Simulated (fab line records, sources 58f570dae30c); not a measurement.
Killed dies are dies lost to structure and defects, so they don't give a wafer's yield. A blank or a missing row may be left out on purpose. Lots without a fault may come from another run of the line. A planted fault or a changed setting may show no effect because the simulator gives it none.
fab line records | flow berkeley_cmos170
record lots=5 wafers=23
route steps=331 shown M2@289 M3@314
start_h: hours from the record's first day to the start of the lot's first wafer shown | wait_h: hours since the lot's step before | " the same as in the row above | L1.1+2: a row that stands for several wafers | - no value, or no start given | * or withheld: withheld | < > ~ a bound
route shown NAME@n: a module of which the file shows steps, and the number in the route of the first | usual: mean/standard deviation of fault-free wafers | same: alike in all rows | chamber/n: place in a boat | sites: the reading at each site | _std_site: their standard deviation | _edge_site: outer sites' mean less inner sites' | radius_mm: how far each site lies from the wafer's centre | mask NAME#n: copy n | behind: the tool/chamber that last shaped the wafer | hold: why the lot was held/for how many hours/how that ended | device: the transistor (n, p or np) that didn't switch | end of line: the same wafers' tests at the end of the route | a step without rows: its recipe alone | killed: dies lost to structure and defects at the first sort, not the wafer's yield | map: a wafer's dies, x killed, . not, _ none there
set.NAME: the setting as run; set.NAME@STEP: as run at that earlier step | model.NAME: the simulator's own value behind a step, which no gauge read
lots whose settings were changed on purpose; a table a step, a row a wafer
## steps
# step UCB170_M2_METAL_ETCH_18
# recipe chemistry=Cl2/BCl3 target=Al stop_on=SiO2 pressure_mtorr=12 target_depth_a=11700 over_etch_frac=0.3 time_s=195 icp_w=600 bias_w=120 Cl2_flow_sccm=90 bcl3_flow_sccm=45
# usual oes_product_au=0.853/0.01
# columns lot.wafer tool chamber start_h wait_h set.over_etch_frac set.time_s@M2_SPUTTER_01 set.dose_mj@M2_EXPOSE_12 oes_product_au model.M2.cd_nm
L077.3 rie_metal-02 1 197.10 - 0.3 120 26 0.848 701.9
L077.4 " 1 " " 0.3 120 26 0.843 701.3
L077.6 " 1 " " 0.3 120 26 0.863 702.2
L074.1 rie_metal-01 0 197.89 - 0.3432 120 26 0.826 700.8
L074.2 " 1 " " 0.3 120 24.29 0.867 715.9
L074.3 " 1 " " 0.3432 134.3 26 0.906 700.2
L074.5 " 0 " " 0.3 134.3 24.29 0.913 712.3
L074.6 " 1 " " 0.3432 120 24.29 0.856 713.2
L078.1 rie_metal-02 0 224.93 - 0.3 120 27.19 0.851 694.1
L078.2 " 1 " " 0.3 111.6 26 0.817 702.2
L078.3 " 1 " " 0.3 120 26 0.847 703
L078.4 " 0 " " 0.273 111.6 27.19 0.829 696.2
L078.5 " 1 " " 0.273 120 27.19 0.850 694.6
L080.1 rie_metal-01 1 226.95 - 0.3 120 24.53 0.876 703.9
L080.2 " 0 " " 0.3 112.9 24.53 0.831 703.3
L080.4 " 0 " " 0.3 120 24.53 0.860 699.7
L080.5 " 0 " " 0.3 120 26 0.868 693.5
L080.6 " 1 " " 0.3 112.9 26 0.833 696.3
L085.1 rie_metal-03 0 262.45 - 0.3292 120 26 0.836 700.2
L085.2 " 1 " " 0.3 120 24.24 0.843 711.6
L085.3 " 1 " " 0.3292 120 24.24 0.837 712.1
L085.4 " 0 " " 0.3 120 26 0.849 700.9
L085.6 " 0 " " 0.3 120 24.24 0.849 713
# step UCB170_M2_STRIP_19
# recipe chemistry=O2 power_w=400 pressure_mtorr=3500 platen_temp_c=withheld o2_flow_sccm=400 overash_fraction=0.5
# step UCB170_M2_CD_MEAS_90
# recipe target_cd_nm=700
# usual cd_nm=700/3.5
# columns lot.wafer tool chamber start_h wait_h set.dose_mj@M2_EXPOSE_12 cd_nm
L077.3 cd_sem-01 - 197.49 0.1 26 702
L077.4 " - " " 26 701
L077.6 " - " " 26 702
L074.1 cd_sem-01 - 198.18 0.1 26 701
L074.2 " - " " 24.29 716
L074.3 " - " " 26 700
L074.5 " - " " 24.29 712
L074.6 " - " " 24.29 713
L078.1 cd_sem-02 - 225.22 0.1 27.19 694
L078.2 " - " " 26 702
L078.3 " - " " 26 703
L078.4 " - " " 27.19 696
L078.5 " - " " 27.19 695
L080.1 cd_sem-01 - 227.23 0.1 24.53 704
L080.2 " - " " 24.53 703
L080.4 " - " " 24.53 699
L080.5 " - " " 26 693
L080.6 " - " " 26 696
L085.1 cd_sem-01 - 262.74 0.1 26 700
L085.2 " - " " 24.24 711
L085.3 " - " " 24.24 712
L085.4 " - " " 26 701
L085.6 " - " " 24.24 713
# step UCB170_M3_COAT_05
# recipe resist=KrF spin_rpm=1500 resist_thk_nm=900
# columns lot.wafer tool chamber start_h wait_h set.spin_rpm model.KrF_of_M3_COAT_05.thk_nm
L077.3 litho_track-02 0 200.38 0.1 1500 902.7
L077.4 " 0 " " 1500 901.1
L077.6 " 0 " " 1500 898.3
L074.1 litho_track-02 0 201.25 0.1 1500 899.9
L074.2 " 0 " " 1500 900.2
L074.3 " 0 " " 1500 903.1
L074.5 " 0 " " 1500 901
L074.6 " 0 " " 1500 899.6
L078.1 litho_track-01 0 229.00 0.1 1500 898.2
L078.2 " 0 " " 1405 922.9
L078.3 " 0 " " 1405 925
L078.4 " 0 " " 1500 895.7
L078.5 " 0 " " 1405 926
L080.1 litho_track-01 0 230.45 0.1 1500 896.7
L080.2 " 0 " " 1541 886.3
L080.4 " 0 " " 1541 888.4
L080.5 " 0 " " 1500 897.4
L080.6 " 0 " " 1500 894.3
L085.1 litho_track-04 0 266.30 0.1 1500 903.6
L085.2 " 0 " " 1597 877
L085.3 " 0 " " 1500 900.4
L085.4 " 0 " " 1500 904.4
L085.6 " 0 " " 1597 876.1
# step UCB170_M3_SOFTBAKE_06
# recipe resist=KrF temp_c=130 time_s=60
# step UCB170_M3_STRIP_07
# recipe chemistry=O2 power_w=400 pressure_mtorr=3500 platen_temp_c=withheld o2_flow_sccm=400 overash_fraction=0.5
# usual strip_time_to_endpoint_s=21.98/0.063
# columns lot.wafer tool chamber start_h wait_h set.spin_rpm@M3_COAT_05 strip_time_to_endpoint_s
L077.3 plasma_asher-04 1 200.67 0.1 1500 22.02
L077.4 " 0 " " 1500 21.97
L077.6 " 0 " " 1500 21.92
L074.1 plasma_asher-02 1 201.55 0.1 1500 21.96
L074.2 " 0 " " 1500 21.98
L074.3 " 1 " " 1500 22.03
L074.5 " 1 " " 1500 21.99
L074.6 " 0 " " 1500 21.96
L078.1 plasma_asher-02 1 229.30 0.1 1500 21.94
L078.2 " 0 " " 1405 22.53
L078.3 " 1 " " 1405 22.56
L078.4 " 0 " " 1500 21.85
L078.5 " 1 " " 1405 22.61
L080.1 plasma_asher-02 0 230.75 0.1 1500 21.89
L080.2 " 1 " " 1541 21.60
L080.4 " 1 " " 1541 21.69
L080.5 " 0 " " 1500 21.91
L080.6 " 1 " " 1500 21.84
L085.1 plasma_asher-04 0 266.60 0.1 1500 22.06
L085.2 " 1 " " 1597 21.41
L085.3 " 1 " " 1500 21.97
L085.4 " 0 " " 1500 22.07
L085.6 " 1 " " 1597 21.39
## key
split step=UCB170_M2_METAL_ETCH_18 setting=over_etch_frac stated=0.3 by=wafer
response none clear
split step=UCB170_M3_COAT_05 setting=spin_rpm stated=1500 by=wafer
response step=UCB170_M3_COAT_05 reading=model.KrF_of_M3_COAT_05.thk_nm change=-4.13 per=1% r=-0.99
response step=UCB170_M3_STRIP_07 reading=strip_time_to_endpoint_s change=* per=1% r=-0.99
split outside_this_file step=UCB170_M2_SPUTTER_01 setting=time_s
split outside_this_file step=UCB170_M2_EXPOSE_12 setting=dose_mj
# split outside_this_file: this setting was split too, and the file shows its column; the key of that split is in another file
